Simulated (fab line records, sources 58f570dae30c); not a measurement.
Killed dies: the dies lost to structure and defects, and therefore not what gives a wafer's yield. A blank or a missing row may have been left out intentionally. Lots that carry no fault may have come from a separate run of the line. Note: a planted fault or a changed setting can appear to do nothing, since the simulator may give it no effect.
2 desks, one fault -- flow berkeley_cmos170 -- every desk sees just its own numbers, and what lay behind them comes last

AT THE TOOL OWNER'S DESK: rtp_anneal-02
At UCB170_CONTACT_RTA_08 (time 10 s), the tool's own readings, given per lot that ran on this tool as the mean of the sampled wafers with a number. Marked OUT: a lot whose mean sits more than 4 standard deviations from the usual mean, which makes it out of limits; the brackets give that distance.
Columns: A = chamber_o2_ppm at UCB170_CONTACT_RTA_08, usual 2.000; B = lamp_power_pct at UCB170_CONTACT_RTA_08, usual 27.0 %; C = wafer_temp_C_max at UCB170_CONTACT_RTA_08, usual 903.9
lot,first seen here,A,B,C
L561,day 9 03:52,2.017,28.6,903.9
L570,day 10 12:28,1.997,30.5,903.2
L569,day 10 12:33,2.023,30.4,904.6
L572,day 11 13:31,2.011,30.5,904.1
This desk found nothing out of limits on any of the 4 lots.

THE METROLOGY DESK
Lot by lot, what the gauges showed, no matter which tool ran the lot: averages of those sampled wafers that carry a number. Marked OUT: a lot whose mean sits more than 4 standard deviations from the usual mean, which makes it out of limits; the brackets give that distance. Only the readings that lie furthest out on some lot appear, 7 of the 11 it has.
Columns: A = SILICIDE_TI_RS at UCB170_SILICIDE_RS_MEAS_02, usual 25.72 ohm/sq; B = SILICIDE_TI_THK at UCB170_SILICIDE_THK_MEAS_03, usual 29.92 nm; C = CONTACT_PSG_THK at UCB170_CONTACT_THK_MEAS_02, usual 703 nm; D = cd_nm at UCB170_CONTACT_CD_MEAS_90, usual 699.6 nm; E = M1_AL_RS at UCB170_M1_RS_MEAS_01, usual 0.0483 ohm/sq; F = M1_OVL at UCB170_M1_OVL_MEAS_10, usual 1 nm; G = cd_nm at UCB170_M1_CD_MEAS_90, usual 700.9 nm
lot,first seen here,A,B,C,D,E,F,G
L560,day 8 23:11,26.27,29.58,711,699.0,0.0483,-5,702.0
L561,day 8 23:34,26.19,29.54,707,699.6,0.0481,6,702.2
L564,day 9 10:08,25.62,29.88,690,700.5,0.0485,-8,701.0
L570,day 10 07:44,25.93,29.67,697,701.4,0.0482,11,702.7
L568,day 10 08:22,25.89,29.72,704,699.0,0.0489,-7,700.8
L569,day 10 08:23,25.62,29.85,694,700.4,0.0485,2,704.4
L572,day 11 10:29,25.51,30.12,705,699.3,0.0481,-2,701.5
This desk found nothing out of limits on any of the 7 lots.

ALL TOGETHER
Nothing out of limits was seen by the tool owner's desk.
From the metrology desk's view, nothing was out of limits.

WHAT HAD BEEN PUT IN BY THE SIMULATOR
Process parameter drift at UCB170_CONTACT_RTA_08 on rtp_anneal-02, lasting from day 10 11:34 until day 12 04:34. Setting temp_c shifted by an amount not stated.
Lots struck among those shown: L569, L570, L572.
